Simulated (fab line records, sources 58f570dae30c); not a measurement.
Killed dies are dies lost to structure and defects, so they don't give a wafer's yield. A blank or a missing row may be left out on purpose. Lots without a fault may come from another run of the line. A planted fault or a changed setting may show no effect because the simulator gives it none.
fab line records | flow berkeley_cmos170
record lots=5 wafers=15 last_day=14
route steps=331 shown ZERO@8 NWELL@14 PWELL@34
lots that met no fault: from a run of the same line without faults
start_h: hours from the record's first day to the start of the lot's first wafer shown | wait_h: hours since the lot's step before | " the same as in the row above | L1.1+2: a row that stands for several wafers | - no value, or no start given | * or withheld: withheld | < > ~ a bound
route shown NAME@n: a module of which the file shows steps, and the number in the route of the first | usual: mean/standard deviation of fault-free wafers | same: alike in all rows | chamber/n: place in a boat | sites: the reading at each site | _std_site: their standard deviation | _edge_site: outer sites' mean less inner sites' | radius_mm: how far each site lies from the wafer's centre | mask NAME#n: copy n | behind: the tool/chamber that last shaped the wafer | hold: why the lot was held/for how many hours/how that ended | device: the transistor (n, p or np) that didn't switch | end of line: the same wafers' tests at the end of the route | a step without rows: its recipe alone | killed: dies lost to structure and defects at the first sort, not the wafer's yield | map: a wafer's dies, x killed, . not, _ none there
set.NAME: the setting as run; set.NAME@STEP: as run at that earlier step | model.NAME: the simulator's own value behind a step, which no gauge read
lots at some steps of the route; a table a step, a row a wafer
services: from which hour (start_h, from the record's first day; less than 0 if before it) a tool's chamber was out of use, for how many hours, and why
## steps
# step UCB170_ZERO_SOFTBAKE_02
# recipe resist=KrF temp_c=130 time_s=60
# usual chill_plate_temp_C=23.02/0.11
# columns lot.wafer tool chamber start_h wait_h chill_plate_temp_C
L077.3 litho_track-03 0 36.80 0.1 22.98
L077.5 " 0 " " 23.24
L077.6 " 0 " " 23.06
L084.2 litho_track-04 0 72.37 0.1 23.19
L084.3 " 0 " " 23.05
L084.6 " 0 " " 23.07
L094.2 litho_track-03 0 122.29 0.1 23.18
L094.5 " 0 " " 23.04
L094.6 " 0 " " 23.22
L096.1 litho_track-02 0 134.64 0.1 22.99
L096.2 " 0 " " 23.04
L096.4 " 0 " " 23.17
L097.1 litho_track-04 0 134.84 0.1 22.80
L097.3 " 0 " " 22.96
L097.5 " 0 " " 22.77
# step UCB170_ZERO_EXPOSE_03
# recipe mask_id=PM_MARKS na=0.5 sigma_outer=0.6 source_shape=conventional target_cd_nm=4000 dose_mj=30
# columns lot.wafer tool chamber start_h wait_h mask
L077.3+5+6 krf_scanner-02 0 37.07 0.2 PM_MARKS#0
L084.2+3+6 krf_scanner-01 0 72.64 0.2 PM_MARKS#0
L094.2+5+6 krf_scanner-02 0 122.56 0.2 PM_MARKS#0
L096.1+2+4 krf_scanner-01 0 134.91 0.2 PM_MARKS#0
L097.1+3+5 krf_scanner-01 0 135.03 0.2 PM_MARKS#0
# step UCB170_ZERO_PEB_04
# recipe peb_temp_c=130 peb_time_s=withheld resist=KrF
# usual chill_plate_temp_C=22.99/0.1
# columns lot.wafer tool chamber start_h wait_h chill_plate_temp_C
L077.3 litho_track-02 0 37.22 0.1 22.88
L077.5 " 0 " " 22.99
L077.6 " 0 " " 23.01
L084.2 litho_track-02 0 72.76 0.1 22.75
L084.3 " 0 " " 22.84
L084.6 " 0 " " 23.06
L094.2 litho_track-04 0 122.72 0.1 22.94
L094.5 " 0 " " 22.95
L094.6 " 0 " " 22.99
L096.1 litho_track-02 0 135.24 0.3 23.02
L096.2 " 0 " " 22.94
L096.4 " 0 " " 22.97
L097.1 litho_track-04 0 135.26 0.2 23.02
L097.3 " 0 " " 23.03
L097.5 " 0 " " 22.85
# step UCB170_ZERO_DEVELOP_05
# recipe developer=TMAH develop_time_s=45 resist=KrF dev_temp_c=21
# usual chill_plate_temp_C=23.00/0.1
# columns lot.wafer tool chamber start_h wait_h chill_plate_temp_C
L077.3 litho_track-02 0 - - 23.14
L077.5 " 0 " " 23.11
L077.6 " 0 " " 23.01
L084.2 litho_track-02 0 - - 23.18
L084.3 " 0 " " 22.96
L084.6 " 0 " " 22.96
L094.2 litho_track-04 0 - - 22.95
L094.5 " 0 " " 23.00
L094.6 " 0 " " 23.22
L096.1 litho_track-02 0 - - 22.96
L096.2 " 0 " " 22.94
L096.4 " 0 " " 22.94
L097.1 litho_track-04 0 - - 23.14
L097.3 " 0 " " 23.10
L097.5 " 0 " " 23.21
# step UCB170_ZERO_ETCH_06
# recipe chemistry=CHF3/CF4/Ar target=SiO2 time_s=12 pressure_mtorr=100 rf_w=500 CHF3_flow_sccm=50 cf4_flow_sccm=10 Ar_flow_sccm=120 over_etch_frac=1.665
# usual chamber_pressure_mTorr=100.00/0.089 drypump_motor_current_A=5.93/0.28 oes_product_au=0.610/0.0075 throttle_valve_pct=9.24/0.14
# columns lot.wafer tool chamber start_h wait_h chamber_pressure_mTorr drypump_motor_current_A oes_product_au rf_hours_counter_h throttle_valve_pct
L077.3 rie_diel-01 0 37.45 - 100.12 5.84 0.599 138 9.06
L077.5 " 3 " " 100.05 5.71 0.620 - 9.23
L077.6 " 0 " " 100.03 5.84 0.608 - 9.05
L084.2 rie_diel-01 2 73.01 - 100.08 6.06 0.607 56 9.29
L084.3 " 1 " " 99.93 5.50 0.609 126 9.43
L084.6 " 1 " " 99.92 5.49 0.609 - 9.43
L094.2 rie_diel-04 3 122.97 - 99.96 5.94 0.608 152 9.47
L094.5 " 2 " " 100.03 6.21 0.604 - 9.27
L094.6 " 3 " " 99.95 5.97 0.610 - 9.46
L096.1 rie_diel-04 2 135.51 - 99.99 6.21 0.604 112 9.28
L096.2 " 3 " " 99.83 5.97 0.615 153 9.47
L096.4 " 1 " " 100.17 5.76 0.624 154 9.07
L097.1 rie_diel-01 0 135.54 - 100.11 5.84 0.604 143 9.07
L097.3 " 1 " " 100.03 5.49 0.601 129 9.43
L097.5 " 1 " " 100.03 5.49 0.604 - 9.44
# step UCB170_ZERO_STRIP_07
# recipe chemistry=O2 power_w=400 pressure_mtorr=3500 platen_temp_c=withheld o2_flow_sccm=400 overash_fraction=0.5
# usual chamber_pressure_mTorr=3500/3.2 drypump_motor_current_A=5.8/0.53 oes_product_au=0.727/0.0046 strip_time_to_endpoint_s=21.47/0.069
# columns lot.wafer tool chamber start_h wait_h chamber_pressure_mTorr drypump_motor_current_A oes_product_au rf_hours_counter_h strip_time_to_endpoint_s
L077.3 plasma_asher-04 0 37.50 0.0 3502 5.4 0.717 - 21.52
L077.5 " 1 " " 3498 6.3 0.726 - 21.46
L077.6 " 0 " " 3497 5.4 0.717 - 21.52
L084.2 plasma_asher-01 0 73.04 0.0 3502 5.1 0.723 34 21.41
L084.3 " 0 " " 3500 5.1 0.728 - 21.41
L084.6 " 0 " " 3497 5.2 0.727 - 21.41
L094.2 plasma_asher-01 0 122.99 0.0 3496 5.1 0.736 1 21.49
L094.5 " 0 " " 3502 5.2 0.730 - 21.44
L094.6 " 1 " " 3497 5.7 0.727 - 21.41
L096.1 plasma_asher-01 0 135.54 0.0 3491 5.1 0.723 2 21.55
L096.2 " 1 " " 3500 5.7 0.728 2 21.50
L096.4 " 0 " " 3502 5.1 0.720 - 21.50
L097.1 plasma_asher-04 0 135.56 0.0 3498 5.4 0.727 39 21.38
L097.3 " 1 " " 3502 6.2 0.718 - 21.51
L097.5 " 0 " " 3506 5.4 0.719 - 21.42
# step UCB170_NWELL_WET_ETCH_00
# recipe chemistry=dHF dilution=25:1 target=SiO2 temp_c=25 time_s=200
# usual bath_heat_duty_pct=6.2/0.76
# columns lot.wafer tool chamber start_h wait_h bath_heat_duty_pct
L077.3 wet_bench-04 0 37.57 0.0 5.7
L077.5 " 0 " " 5.0
L077.6 " 0 " " 5.8
L084.2 wet_bench-04 3 73.14 0.1 6.8
L084.3 " 3 " " 6.9
L084.6 " 3 " " 6.7
L094.2 wet_bench-04 1 123.09 0.1 6.4
L094.5 " 1 " " 4.9
L094.6 " 1 " " 5.7
L096.1 wet_bench-01 2 135.64 0.1 4.6
L096.2 " 2 " " 6.4
L096.4 " 2 " " 6.4
L097.1 wet_bench-01 3 135.70 0.1 5.1
L097.3 " 3 " " 5.9
L097.5 " 3 " " 5.0
# step UCB170_NWELL_OXIDATION_01
# recipe temp_c=1000 ambient=O2 target_thk_a=264 ox_time_s=1260
# usual ox_temp_c_max=1003.9/0.95 spike_tc_centre_C=1002.6/1.3 spike_tc_load_C=1025/3.2 zone_power_centre_pct=48/3.7
# columns lot.wafer tool chamber start_h wait_h ox_temp_c_max spike_tc_centre_C spike_tc_load_C zone_power_centre_pct
L077.3 furnace-04 0 41.62 4.0 1003.3 1003.3 1022 54
L077.5 " 0 " " 1003.9 1003.3 1022 55
L077.6 " 0 " " 1003.8 1003.1 1023 54
L084.2 furnace-02 0 78.69 5.5 1003.1 1001.5 1031 51
L084.3 " 0 " " 1003.5 1002.8 1028 50
L084.6 " 0 " " 1004.3 1001.5 1029 51
L094.2 furnace-01 0 128.31 5.2 1003.4 1002.6 1024 45
L094.5 " 0 " " 1005.4 1005.1 1022 45
L094.6 " 0 " " 1004.1 1002.7 1022 45
L096.1 furnace-01 0 141.03 5.3 1005.1 1004.5 1024 45
L096.2 " 0 " " 1004.6 1002.7 1024 44
L096.4 " 0 " " 1004.2 1003.9 1024 45
L097.1 furnace-01 0 141.03 5.3 1004.3 1004.3 1025 45
L097.3 " 0 " " 1003.0 1002.8 1022 45
L097.5 " 0 " " 1004.5 1002.9 1023 43
# step UCB170_NWELL_THK_MEAS_02
# recipe reads=SiO2_of_NWELL_OXIDATION_01
# usual NWELL_OXIDE_THK=26.4/0.57
# columns lot.wafer tool chamber start_h wait_h NWELL_OXIDE_THK[nm]
L077.3 film_metro-03 - 42.99 0.0 26.3
L077.5 " - " " 26.4
L077.6 " - " " 26.5
L084.2 film_metro-03 - 80.05 0.0 26.8
L084.3 " - " " 26.7
L084.6 " - " " 27.0
L094.2 film_metro-01 - 129.67 0.0 27.4
L094.5 " - " " 27.4
L094.6 " - " " 27.1
L096.1 film_metro-02 - 142.38 0.0 27.0
L096.2 " - " " 26.3
L096.4 " - " " 26.8
L097.1 film_metro-01 - 142.38 0.0 26.7
L097.3 " - " " 26.4
L097.5 " - " " 25.8
# step UCB170_NWELL_ANNEAL_03
# recipe temp_c=1000 time_s=900 ambient=N2
# usual spike_tc_centre_C=1002.8/1.2 spike_tc_load_C=1024.2/2.8 zone_power_centre_pct=49/4.3
# columns lot.wafer tool chamber start_h wait_h spike_tc_centre_C spike_tc_load_C zone_power_centre_pct
L077.3 furnace-02 0 47.56 4.6 1001.4 1029.2 51
L077.5 " 0 " " 1002.0 1027.3 51
L077.6 " 0 " " 1002.2 1028.3 50
L084.2 furnace-02 0 82.63 2.6 1000.7 1029.5 50
L084.3 " 0 " " 1001.9 1029.0 50
L084.6 " 0 " " 1000.6 1028.4 52
L094.2 furnace-01 0 135.41 5.7 1002.4 1022.9 44
L094.5 " 0 " " 1001.8 1023.6 45
L094.6 " 0 " " 1003.0 1024.9 44
L096.1 furnace-02 0 150.89 8.5 1001.5 1030.0 50
L096.2 " 0 " " 999.8 1027.6 51
L096.4 " 0 " " 1000.3 1028.9 50
L097.1 furnace-02 0 150.89 8.5 1002.4 1027.6 49
L097.3 " 0 " " 1000.9 1029.0 51
L097.5 " 0 " " 1001.6 1027.7 49
# step UCB170_NWELL_CVD_04
# recipe material=Si3N4 target_thk_nm=224 temp_c=800 precursor=SiH2Cl2/NH3 time_s=3360 pressure_mtorr=192.4 sih2cl2_flow_sccm=25 nh3_flow_sccm=75
# usual spike_tc_centre_C=802.7/1.1 spike_tc_load_C=826.1/2.7 zone_power_centre_pct=38/3.4
# columns lot.wafer tool chamber start_h wait_h spike_tc_centre_C spike_tc_load_C zone_power_centre_pct
L077.3 lpcvd-01 0 49.08 0.3 802.1 828.6 35
L077.5 " 0 " " 802.1 830.0 35
L077.6 " 0 " " 805.0 828.5 35
L084.2 lpcvd-01 1 83.88 0.0 803.9 822.7 41
L084.3 " 1 " " 802.6 821.0 40
L084.6 " 1 " " 803.4 822.0 41
L094.2 lpcvd-02 0 137.37 0.7 802.8 826.3 42
L094.5 " 0 " " 802.1 825.9 42
L094.6 " 0 " " 801.7 824.6 42
L096.1 lpcvd-01 0 152.14 0.0 802.7 828.6 34
L096.2 " 0 " " 802.6 828.9 35
L096.4 " 0 " " 804.2 829.9 35
L097.1 lpcvd-01 1 152.14 0.0 803.0 822.9 40
L097.3 " 1 " " 803.0 823.8 41
L097.5 " 1 " " 804.4 821.9 41
# step UCB170_NWELL_THK_MEAS_05
# recipe reads=Si3N4_of_NWELL_CVD_04
# usual NWELL_NITRIDE_THK=222.0/2.1
# columns lot.wafer tool chamber start_h wait_h NWELL_NITRIDE_THK[nm]
L077.3 film_metro-02 - 51.04 0.0 223.5
L077.5 " - " " 222.6
L077.6 " - " " 222.4
L084.2 film_metro-02 - 86.79 0.0 224.4
L084.3 " - " " 225.4
L084.6 " - " " 227.2
L094.2 film_metro-02 - 139.31 0.0 218.1
L094.5 " - " " 216.9
L094.6 " - " " 219.1
L096.1 film_metro-03 - 154.08 0.0 221.5
L096.2 " - " " 221.2
L096.4 " - " " 222.3
L097.1 film_metro-02 - 154.08 0.0 224.6
L097.3 " - " " 225.1
L097.5 " - " " 222.5
# step UCB170_NWELL_HMDS_06
# recipe prime_time_s=60 prime_temp_c=100
# usual chill_plate_temp_C=22.98/0.1
# columns lot.wafer tool chamber start_h wait_h chill_plate_temp_C
L077.3 litho_track-04 0 51.37 0.3 22.68
L077.5 " 0 " " 22.91
L077.6 " 0 " " 22.95
L084.2 litho_track-02 0 87.15 0.4 22.97
L084.3 " 0 " " 22.87
L084.6 " 0 " " 22.93
L094.2 litho_track-01 0 139.38 0.1 22.91
L094.5 " 0 " " 22.82
L094.6 " 0 " " 22.81
L096.1 litho_track-04 0 154.14 0.1 22.99
L096.2 " 0 " " 22.87
L096.4 " 0 " " 23.05
L097.1 litho_track-04 0 154.59 0.5 23.03
L097.3 " 0 " " 22.95
L097.5 " 0 " " 23.11
# step UCB170_NWELL_COAT_07
# recipe resist=KrF spin_rpm=1500 resist_thk_nm=900
# usual chill_plate_temp_C=23.02/0.11
# columns lot.wafer tool chamber start_h wait_h chill_plate_temp_C
L077.3 litho_track-04 0 51.52 0.1 23.14
L077.5 " 0 " " 23.12
L077.6 " 0 " " 23.13
L084.2 litho_track-02 0 87.30 0.1 22.92
L084.3 " 0 " " 22.94
L084.6 " 0 " " 22.75
L094.2 litho_track-01 0 139.53 0.1 23.07
L094.5 " 0 " " 23.15
L094.6 " 0 " " 23.10
L096.1 litho_track-04 0 154.29 0.1 22.83
L096.2 " 0 " " 22.89
L096.4 " 0 " " 22.99
L097.1 litho_track-04 0 154.74 0.1 23.07
L097.3 " 0 " " 23.05
L097.5 " 0 " " 23.07
# step UCB170_NWELL_SOFTBAKE_08
# recipe resist=KrF temp_c=130 time_s=60
# usual chill_plate_temp_C=22.99/0.1
# columns lot.wafer tool chamber start_h wait_h chill_plate_temp_C
L077.3 litho_track-04 0 51.67 0.1 22.89
L077.5 " 0 " " 22.94
L077.6 " 0 " " 23.08
L084.2 litho_track-02 0 87.45 0.1 22.98
L084.3 " 0 " " 23.02
L084.6 " 0 " " 22.92
L094.2 litho_track-01 0 139.68 0.1 23.00
L094.5 " 0 " " 22.90
L094.6 " 0 " " 22.92
L096.1 litho_track-04 0 154.44 0.1 22.92
L096.2 " 0 " " 22.71
L096.4 " 0 " " 22.87
L097.1 litho_track-04 0 154.89 0.1 23.07
L097.3 " 0 " " 22.94
L097.5 " 0 " " 23.01
# step UCB170_NWELL_EXPOSE_09
# recipe mask_id=NWELL target_cd_nm=3000 na=0.5 sigma_outer=0.6 source_shape=conventional dose_mj=25
# columns lot.wafer tool chamber start_h wait_h mask
L077.3+5+6 krf_scanner-02 0 51.94 0.2 NWELL#0
L084.2+3+6 krf_scanner-01 0 87.78 0.3 NWELL#0
L094.2+5+6 krf_scanner-02 0 139.95 0.2 NWELL#0
L096.1+2+4 krf_scanner-01 0 154.71 0.2 NWELL#0
L097.1+3+5 krf_scanner-01 0 155.04 0.1 NWELL#0
# step UCB170_NWELL_PEB_10
# recipe peb_temp_c=130 peb_time_s=withheld resist=KrF
# usual chill_plate_temp_C=23.00/0.1
# columns lot.wafer tool chamber start_h wait_h chill_plate_temp_C
L077.3 litho_track-01 0 52.52 0.6 23.03
L077.5 " 0 " " 22.93
L077.6 " 0 " " 22.96
L084.2 litho_track-01 0 88.23 0.4 23.07
L084.3 " 0 " " 22.89
L084.6 " 0 " " 22.95
L094.2 litho_track-04 0 140.44 0.5 23.03
L094.5 " 0 " " 22.96
L094.6 " 0 " " 23.05
L096.1 litho_track-04 0 155.04 0.3 22.98
L096.2 " 0 " " 23.00
L096.4 " 0 " " 22.81
L097.1 litho_track-02 0 155.28 0.2 22.93
L097.3 " 0 " " 23.01
L097.5 " 0 " " 23.04
# step UCB170_NWELL_DEVELOP_11
# recipe developer=TMAH develop_time_s=45 resist=KrF dev_temp_c=21
# usual chill_plate_temp_C=23.03/0.11
# columns lot.wafer tool chamber start_h wait_h chill_plate_temp_C
L077.3 litho_track-01 0 - - 22.95
L077.5 " 0 " " 23.05
L077.6 " 0 " " 22.95
L084.2 litho_track-01 0 - - 23.18
L084.3 " 0 " " 23.13
L084.6 " 0 " " 23.08
L094.2 litho_track-04 0 - - 23.06
L094.5 " 0 " " 23.08
L094.6 " 0 " " 22.93
L096.1 litho_track-04 0 - - 22.87
L096.2 " 0 " " 22.96
L096.4 " 0 " " 23.11
L097.1 litho_track-02 0 - - 23.11
L097.3 " 0 " " 22.99
L097.5 " 0 " " 22.99
# step UCB170_NWELL_OVL_MEAS_12
# usual NWELL_OVL=9/7.5
# columns lot.wafer tool chamber start_h wait_h NWELL_OVL[nm]
L077.3 overlay-02 - 52.76 - 10
L077.5 " - " " 9
L077.6 " - " " 0
L084.2 overlay-01 - 88.48 - 7
L084.3 " - " " 7
L084.6 " - " " 13
L094.2 overlay-01 - 140.69 - 15
L094.5 " - " " 3
L094.6 " - " " 13
L096.1 overlay-01 - 155.31 - -6
L096.2 " - " " -1
L096.4 " - " " 3
L097.1 overlay-01 - 155.55 - 10
L097.3 " - " " 2
L097.5 " - " " 11
# step UCB170_NWELL_ETCH_13
# recipe chemistry=CH3F/Ar/O2 target=Si3N4 stop_on=SiO2 CH3F_flow_sccm=20 Ar_flow_sccm=50 O2_flow_sccm=7 pressure_mtorr=50 rf_w=450 target_depth_a=2464 over_etch_frac=0.1 time_s=154
# usual chamber_pressure_mTorr=50.00/0.042 drypump_motor_current_A=5.9/0.32 oes_product_au=0.936/0.01 throttle_valve_pct=8.05/0.13
# columns lot.wafer tool chamber start_h wait_h chamber_pressure_mTorr drypump_motor_current_A oes_product_au rf_hours_counter_h throttle_valve_pct
L077.3 rie_diel-01 2 52.78 0.0 50.05 6.1 0.942 55 8.13
L077.5 " 0 " " 49.96 5.8 0.925 - 7.91
L077.6 " 1 " " 49.99 5.5 0.929 - 8.23
L084.2 rie_diel-02 1 88.51 0.0 50.03 5.3 0.950 11 7.99
L084.3 " 3 " " 49.97 6.0 0.953 34 8.18
L084.6 " 0 " " 49.95 6.6 0.954 - 8.13
L094.2 rie_diel-04 2 140.72 0.0 49.94 6.2 0.916 112 8.08
L094.5 " 1 " " 49.94 5.8 0.935 - 7.91
L094.6 " 2 " " 50.02 6.2 0.920 - 8.09
L096.1 rie_diel-04 2 155.35 0.0 50.00 6.2 0.933 113 8.08
L096.2 " 1 " " 50.05 5.8 0.944 155 7.91
L096.4 " 2 " " 50.00 6.2 0.925 - 8.09
L097.1 rie_diel-01 0 155.59 0.0 50.02 5.9 0.942 143 7.88
L097.3 " 2 " " 50.00 6.1 0.950 57 8.12
L097.5 " 1 " " 49.98 5.5 0.926 - 8.23
# step UCB170_NWELL_IMPLANT_14
# recipe species=P dose_cm2=1e+13 energy_kev=150 tilt_deg=7
# usual tilt_deg=7.000/0.021
# columns lot.wafer tool chamber start_h wait_h tilt_deg
L077.3 implanter-02 0 52.94 0.1 7.036
L077.5 " 0 " " 7.016
L077.6 " 0 " " 7.013
L084.2 implanter-04 0 88.64 0.1 7.007
L084.3 " 0 " " 7.021
L084.6 " 0 " " 7.037
L094.2 implanter-01 0 140.85 0.1 6.989
L094.5 " 0 " " 6.957
L094.6 " 0 " " 6.982
L096.1 implanter-04 0 155.45 0.1 6.985
L096.2 " 0 " " 6.993
L096.4 " 0 " " 6.980
L097.1 implanter-01 0 155.69 0.1 7.000
L097.3 " 0 " " 6.984
L097.5 " 0 " " 7.005
# step UCB170_NWELL_STRIP_15
# recipe chemistry=O2 power_w=400 pressure_mtorr=3500 platen_temp_c=withheld o2_flow_sccm=400 overash_fraction=0.5
# usual chamber_pressure_mTorr=3500/3 drypump_motor_current_A=5.5/0.44 oes_product_au=0.720/0.0048 strip_time_to_endpoint_s=18.02/0.081
# columns lot.wafer tool chamber start_h wait_h chamber_pressure_mTorr drypump_motor_current_A oes_product_au rf_hours_counter_h strip_time_to_endpoint_s
L077.3 plasma_asher-03 1 53.07 0.1 3500 5.3 0.725 - 17.94
L077.5 " 0 " " 3505 6.5 0.723 - 17.97
L077.6 " 1 " " 3494 5.3 0.714 - 17.92
L084.2 plasma_asher-02 1 88.76 0.1 3497 5.2 0.709 28 18.08
L084.3 " 0 " " 3500 5.3 0.716 - 18.10
L084.6 " 1 " " 3500 5.2 0.717 - 18.04
L094.2 plasma_asher-03 0 140.98 0.1 3500 6.5 0.723 44 18.01
L094.5 " 0 " " 3502 6.5 0.716 - 18.06
L094.6 " 1 " " 3499 5.3 0.721 - 17.90
L096.1 plasma_asher-01 0 155.60 0.1 3498 5.1 0.722 3 18.13
L096.2 " 1 " " 3501 5.7 0.725 3 18.04
L096.4 " 1 " " 3499 5.7 0.720 - 18.00
L097.1 plasma_asher-01 1 155.84 0.1 3501 5.7 0.714 3 18.01
L097.3 " 1 " " 3500 5.7 0.728 - 17.97
L097.5 " 1 " " 3504 5.7 0.723 - 17.99
# step UCB170_NWELL_TW_MEAS_16
# usual NWELL_TW=1246/9.4
# columns lot.wafer tool chamber start_h wait_h NWELL_TW
L077.3 film_metro-03 - 53.16 0.1 1260
L077.5 " - " " 1260
L077.6 " - " " 1256
L084.2 film_metro-02 - 88.87 0.1 1236
L084.3 " - " " 1230
L084.6 " - " " 1231
L094.2 film_metro-01 - 141.09 0.1 1236
L094.5 " - " " 1238
L094.6 " - " " 1246
L096.1 film_metro-03 - 155.70 0.1 1258
L096.2 " - " " 1261
L096.4 " - " " 1268
L097.1 film_metro-01 - 155.94 0.1 1245
L097.3 " - " " 1247
L097.5 " - " " 1248
# step UCB170_NWELL_CLEAN_17
# recipe chemistry=SPM temp_c=120 time_s=600
# usual bath_heat_duty_pct=13.4/1.2
# columns lot.wafer tool chamber start_h wait_h bath_heat_duty_pct
L077.3 wet_bench-04 2 53.20 0.0 13.0
L077.5 " 2 " " 12.5
L077.6 " 2 " " 13.9
L084.2 wet_bench-01 2 88.92 0.0 12.5
L084.3 " 2 " " 12.3
L084.6 " 2 " " 14.2
L094.2 wet_bench-04 3 141.14 0.0 13.7
L094.5 " 3 " " 15.7
L094.6 " 3 " " 15.5
L096.1 wet_bench-01 3 155.76 0.1 12.1
L096.2 " 3 " " 11.4
L096.4 " 3 " " 13.4
L097.1 wet_bench-04 3 156.03 0.1 16.0
L097.3 " 3 " " 15.4
L097.5 " 3 " " 14.2
# step UCB170_NWELL_WET_ETCH_18
# recipe chemistry=H3PO4 target=Si3N4 temp_c=160 time_s=14400
# usual bath_heat_duty_pct=27.5/2.1
# columns lot.wafer tool chamber start_h wait_h bath_heat_duty_pct
L077.3 wet_bench-01 1 53.37 0.0 23.8
L077.5 " 1 " " 23.2
L077.6 " 1 " " 24.1
L084.2 wet_bench-02 3 89.10 0.0 29.5
L084.3 " 3 " " 28.4
L084.6 " 3 " " 27.9
L094.2 wet_bench-02 0 141.31 0.0 30.9
L094.5 " 0 " " 28.2
L094.6 " 0 " " 27.2
L096.1 wet_bench-01 0 155.94 0.0 29.1
L096.2 " 0 " " 28.4
L096.4 " 0 " " 31.0
L097.1 wet_bench-04 3 156.42 0.2 29.4
L097.3 " 3 " " 30.4
L097.5 " 3 " " 30.3
# step UCB170_NWELL_WET_ETCH_19
# recipe chemistry=BOE dilution=5:1 target=SiO2 temp_c=25 time_s=22
# usual bath_heat_duty_pct=6.1/0.58
# columns lot.wafer tool chamber start_h wait_h bath_heat_duty_pct
L077.3 wet_bench-01 3 57.62 0.2 5.0
L077.5 " 3 " " 5.9
L077.6 " 3 " " 5.0
L084.2 wet_bench-02 0 93.28 0.2 6.5
L084.3 " 0 " " 6.1
L084.6 " 0 " " 6.7
L094.2 wet_bench-02 3 145.32 0.0 7.4
L094.5 " 3 " " 7.3
L094.6 " 3 " " 6.6
L096.1 wet_bench-02 2 160.41 0.5 6.2
L096.2 " 2 " " 6.1
L096.4 " 2 " " 6.4
L097.1 wet_bench-02 1 160.79 0.0 6.7
L097.3 " 1 " " 6.6
L097.5 " 1 " " 7.2
# step UCB170_PWELL_CLEAN_00
# recipe chemistry=SPM temp_c=120 time_s=600
# usual bath_heat_duty_pct=13.6/1.3
# columns lot.wafer tool chamber start_h wait_h bath_heat_duty_pct
L077.3 wet_bench-01 2 57.81 0.2 12.9
L077.5 " 2 " " 13.4
L077.6 " 2 " " 14.2
L084.2 wet_bench-04 2 93.58 0.3 13.5
L084.3 " 2 " " 13.1
L084.6 " 2 " " 12.5
L094.2 wet_bench-02 0 145.33 0.0 13.9
L094.5 " 0 " " 13.8
L094.6 " 0 " " 13.8
L096.1 wet_bench-02 3 160.45 0.0 14.0
L096.2 " 3 " " 15.4
L096.4 " 3 " " 14.7
L097.1 wet_bench-04 1 160.80 0.0 12.1
L097.3 " 1 " " 12.7
L097.5 " 1 " " 13.0
# step UCB170_PWELL_CLEAN_01
# recipe chemistry=dHF dilution=25:1 time_s=60
# columns lot.wafer tool chamber start_h wait_h
L077.3+5+6 wet_bench-01 1 57.98 0.0
L084.2+3+6 wet_bench-04 1 93.95 0.2
L094.2+5+6 wet_bench-02 2 145.51 0.0
L096.1+2+4 wet_bench-02 3 160.63 0.0
L097.1+3+5 wet_bench-02 1 160.99 0.0
# step UCB170_PWELL_OXIDATION_02
# recipe temp_c=1000 ambient=O2 target_thk_a=264 ox_time_s=1260
# usual ox_temp_c_max=1003.8/0.76 spike_tc_centre_C=1002.5/1.2 spike_tc_load_C=1025/3.3 zone_power_centre_pct=51/3.5
# columns lot.wafer tool chamber start_h wait_h ox_temp_c_max spike_tc_centre_C spike_tc_load_C zone_power_centre_pct
L077.3 furnace-04 0 63.85 5.8 1003.6 1003.1 1023 55
L077.5 " 0 " " 1002.9 1004.1 1023 54
L077.6 " 0 " " 1002.8 1003.7 1020 55
L084.2 furnace-02 0 97.51 3.5 1003.3 1002.8 1030 50
L084.3 " 0 " " 1002.7 1002.3 1029 51
L084.6 " 0 " " 1003.3 1001.7 1028 51
L094.2 furnace-04 0 153.85 8.3 1004.5 1003.9 1021 54
L094.5 " 0 " " 1003.6 1005.0 1023 55
L094.6 " 0 " " 1003.5 1004.9 1023 53
L096.1 furnace-01 0 167.13 6.5 1004.5 1001.6 1023 44
L096.2 " 0 " " 1004.2 1001.5 1023 44
L096.4 " 0 " " 1003.9 1003.0 1023 45
L097.1 furnace-01 0 167.13 6.1 1004.0 1002.7 1025 44
L097.3 " 0 " " 1003.8 1002.7 1023 45
L097.5 " 0 " " 1003.5 1002.3 1023 44
# step UCB170_PWELL_THK_MEAS_03
# recipe reads=SiO2_of_PWELL_OXIDATION_02
# usual PWELL_OXIDE_THK=26.4/0.46
# columns lot.wafer tool chamber start_h wait_h PWELL_OXIDE_THK[nm]
L077.3 film_metro-02 - 65.22 0.0 26.6
L077.5 " - " " 26.0
L077.6 " - " " 25.7
L084.2 film_metro-02 - 98.87 0.0 26.3
L084.3 " - " " 26.5
L084.6 " - " " 26.9
L094.2 film_metro-04 - 155.21 0.0 26.6
L094.5 " - " " 27.3
L094.6 " - " " 27.0
L096.1 film_metro-03 - 168.48 0.0 26.6
L096.2 " - " " 26.8
L096.4 " - " " 26.8
L097.1 film_metro-02 - 168.48 0.0 26.7
L097.3 " - " " 26.7
L097.5 " - " " 27.2
# step UCB170_PWELL_ANNEAL_04
# recipe temp_c=1000 time_s=900 ambient=N2
# usual spike_tc_centre_C=1002.7/1.1 spike_tc_load_C=1024/3 zone_power_centre_pct=50/4.1
# columns lot.wafer tool chamber start_h wait_h spike_tc_centre_C spike_tc_load_C zone_power_centre_pct
L077.3 furnace-01 0 69.86 4.6 1002.6 1023 45
L077.5 " 0 " " 1003.1 1024 45
L077.6 " 0 " " 1002.9 1023 45
L084.2 furnace-02 0 105.21 6.3 1002.0 1030 51
L084.3 " 0 " " 1001.5 1028 51
L084.6 " 0 " " 1001.9 1029 51
L094.2 furnace-04 0 160.79 5.6 1005.1 1022 55
L094.5 " 0 " " 1002.6 1021 54
L094.6 " 0 " " 1005.0 1021 55
L096.1 furnace-02 0 174.39 5.9 1002.8 1029 52
L096.2 " 0 " " 1002.5 1028 50
L096.4 " 0 " " 1001.4 1029 50
L097.1 furnace-02 0 174.39 5.9 1001.4 1029 51
L097.3 " 0 " " 1000.5 1028 50
L097.5 " 0 " " 1002.1 1028 50
## services
# columns tool chamber start_h hours kind
krf_scanner-02 - 13.88 1.3 pm
rie_diel-04 1 29.57 2.3 repair
plasma_asher-03 - 41.88 0.8 repair
implanter-04 - 48.50 16.5 repair
krf_scanner-01 - 53.93 0.7 repair
implanter-01 - 55.52 4.1 pm
furnace-01 - 57.44 3.3 pm
rie_diel-01 - 58.89 1.0 repair
krf_scanner-01 - 61.06 0.5 repair
krf_scanner-01 - 64.26 7.2 pm
rie_diel-01 2 73.15 38.9 repair
krf_scanner-02 - 98.18 4.5 repair
plasma_asher-01 - 108.75 9.0 pm
krf_scanner-01 - 109.82 1.6 repair
krf_scanner-02 - 123.18 0.2 repair
rie_diel-04 - 126.07 0.4 repair
krf_scanner-02 - 127.49 1.0 pm
plasma_asher-01 - 137.98 2.1 repair
krf_scanner-01 - 140.08 3.1 repair
furnace-02 - 142.78 4.1 pm
krf_scanner-01 - 152.29 0.8 pm
krf_scanner-01 - 157.21 1.0 pm
rie_diel-04 - 159.36 14.6 pm
krf_scanner-01 - 168.66 1.3 pm
## key
fault none
